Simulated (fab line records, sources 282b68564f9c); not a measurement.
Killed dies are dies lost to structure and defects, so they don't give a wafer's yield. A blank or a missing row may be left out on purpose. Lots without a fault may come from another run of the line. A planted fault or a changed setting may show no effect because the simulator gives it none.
A struck lot beside a sound one | flow rit_cmos | 34 steps out of a route of 202
Sound: wafers L364.4, L364.5, L364.6. Struck: wafers L380.1, L380.3, L380.6. The cause comes at the end.
At each step with rows: each side's tool, then ch and its chambers, then its first start. Under that, the readings that differ: sound wafers | struck wafers | difference of the means | sigmas: that difference in standard deviations of wafers without a fault.
alike: readings whose means differ by less than 2 such deviations, and words and numbers that are the same on both sides. not compared: withheld readings, readings that some wafer has no value for, bounds like >300 that may hide the same value, and numbers for which the record gives no deviation and whose values overlap.
The two part at a step that has a row with sigmas, a row that says differs or no value, or rows on one side only. Numbers that don't overlap but have no deviation are shown without sigmas and don't part them. A reading that every wafer of one side lacks parts them only if that side has two wafers or more.

first, 2 steps without rows for these wafers: RIT_SPACER_CLEAN_02 (cleans in SC2, time 600 s); RIT_SPACER_CVD_03 (deposits Si3N4 from SiH2Cl2/NH3, target thk 250 nm, time 3300 s).
RIT_SPACER_THK_MEAS_04:
  sound on film_metro-04, day 3 02:26; struck on film_metro-03, day 6 07:34
  alike: SPACER_NITRIDE_THK
RIT_SPACER_ETCHBACK_05: etches Si3N4 in SF6/CHF3, stops on SiO2, target depth 250 nm, time 240 s.
  sound on rie_diel-01 ch 0,1,3, day 3 02:28; struck on rie_diel-03 ch 0,1,3, day 6 07:37
  alike: SF6_flow_sccm, chamber_pressure_mTorr, drypump_motor_current_A, oes_product_au, rf_fwd_power_W, throttle_valve_pct
  not compared: rf_hours_counter_h
then, 6 steps without rows for these wafers: RIT_NSD_HMDS_00 (prime time 60 s); RIT_NSD_COAT_01 (resist thk 1000 nm); RIT_NSD_SOFTBAKE_02 (time 60 s); RIT_NSD_EXPOSE_03 (exposes mask M9, target cd 40700 nm); RIT_NSD_PEB_04; RIT_NSD_DEVELOP_05 (develop time 50 s).
RIT_NSD_OVL_MEAS_06:
  sound on overlay-02, day 3 03:36; struck on overlay-01, day 6 08:37
  alike: NSD_OVL
then, 1 step without rows for these wafers: RIT_NSD_HARDBAKE_07 (time 60 s).
RIT_NSD_IMPLANT_08:
  sound on implanter-01 ch 0, day 3 03:51; struck on implanter-03 ch 0, day 6 08:48
  reading            | sound            | struck            | difference | sigmas
  beam_on_s (s)      | 10.28 10.03 9.82 | 14.53 14.45 14.61 | +4.49      | +24
  faraday_current_uA | 3048 3139 3206   | 2149 2163 2153    | -976       | -16
RIT_NSD_STRIP_09: strips in O2, time 180 s.
  sound on plasma_asher-04 ch 0,1, day 3 03:59; struck on plasma_asher-03 ch 0, day 6 08:57
  alike: chamber_pressure_mTorr, drypump_motor_current_A
  not compared: rf_hours_counter_h
RIT_NSD_TW_MEAS_10:
  sound on film_metro-02, day 3 04:08; struck on film_metro-01, day 6 09:08
  reading | sound          | struck         | difference | sigmas
  NSD_TW  | 3109 3097 3104 | 3334 3322 3321 | +222       | +8
then, 6 steps without rows for these wafers: RIT_PSD_HMDS_00 (prime time 60 s); RIT_PSD_COAT_01 (resist thk 1000 nm); RIT_PSD_SOFTBAKE_02 (time 60 s); RIT_PSD_EXPOSE_03 (exposes mask M10, target cd 40900 nm); RIT_PSD_PEB_04; RIT_PSD_DEVELOP_05 (develop time 50 s).
RIT_PSD_OVL_MEAS_06:
  sound on overlay-02, day 3 05:02; struck on overlay-02, day 6 10:02
  alike: PSD_OVL
then, 2 steps without rows for these wafers: RIT_PSD_HARDBAKE_07 (time 60 s); RIT_PSD_IMPLANT_08.
RIT_PSD_STRIP_09: strips in O2, time 180 s.
  sound on plasma_asher-02 ch 0,1, day 3 05:24; struck on plasma_asher-03 ch 0,1, day 6 10:22
  alike: chamber_pressure_mTorr, drypump_motor_current_A
  not compared: rf_hours_counter_h
RIT_PSD_TW_MEAS_10:
  sound on film_metro-02, day 3 05:33; struck on film_metro-03, day 6 10:33
  reading | sound          | struck         | difference | sigmas
  PSD_TW  | 3411 3420 3419 | 3489 3491 3496 | +75        | +3
then, 3 steps without rows for these wafers: RIT_SDANNEAL_CLEAN_00 (cleans in SC1, time 600 s); RIT_SDANNEAL_CLEAN_01 (cleans in dHF, time 30 s); RIT_SDANNEAL_CLEAN_02 (cleans in SC2, time 600 s).
RIT_SDANNEAL_RTA_03: time 5 s.
  sound on rtp_anneal-01 ch 0, day 3 06:19; struck on rtp_anneal-01 ch 0, day 6 11:09
  alike: wafer_temp_C_max
RIT_SDANNEAL_RS_MEAS_04: measures by four-point-probe.
  sound on film_metro-03, day 3 06:25; struck on film_metro-01, day 6 11:13
  alike: PSD_RS
RIT_SDANNEAL_RS_MEAS_05: measures by four-point-probe.
  sound on film_metro-03, day 3 06:32; struck on film_metro-01, day 6 11:20
  reading         | sound             | struck            | difference | sigmas
  NSD_RS (ohm/sq) | 85.18 85.08 84.71 | 64.72 64.74 64.58 | -20.31     | -70
RIT_SDANNEAL_RS_MEAS_06: measures by four-point-probe.
  sound on film_metro-03, day 3 06:39; struck on film_metro-01, day 6 11:27
  alike: PLDD_RS
RIT_M1_PROBE_99:
  sound on prober-02, day 3 14:01; struck on prober-02, day 6 18:59
  reading                               | sound             | struck            | difference | sigmas
  model.etest.contact_nplus.end_ohm_um  | 41.65 42.35 41.7  | 26.75 26.59 26.35 | -15.34     |
  model.etest.nmos_0p3.drive_ua_um      | 235.1 237.9 234.4 | 233.8 234 233.1   | -2.2       |
  model.etest.npoly_line.rs_ohm_sq      | 16.98 17.01 17.07 | 16.57 16.67 16.36 | -0.49      |
  model.etest.nmos_0p15.tox_inv_nm (nm) | 4.429 4.396 4.422 | 4.319 4.303 4.33  | -0.098     |
  alike: killed_at_contacts, killed_at_front_end, killed_dies, killed_on_rim, killed_open, killed_short
  not compared: model.etest.nmos_0p3.r_on_ohm_um, model.etest.nmos_0p15.r_on_ohm_um, model.etest.nmos_narrow.drive_ua_um, model.etest.nmos_0p15.junction_log10_a_um

WHERE THEY PART
First at RIT_NSD_IMPLANT_08; last, within this record, at RIT_SDANNEAL_RS_MEAS_05. Later steps at which nothing parts them and some readings are alike: RIT_SDANNEAL_RS_MEAS_06, RIT_M1_PROBE_99.

WHY: what the simulator had put in
Process parameter drift: implanter-03, from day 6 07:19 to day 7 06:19, at RIT_NSD_IMPLANT_08. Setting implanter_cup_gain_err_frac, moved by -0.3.
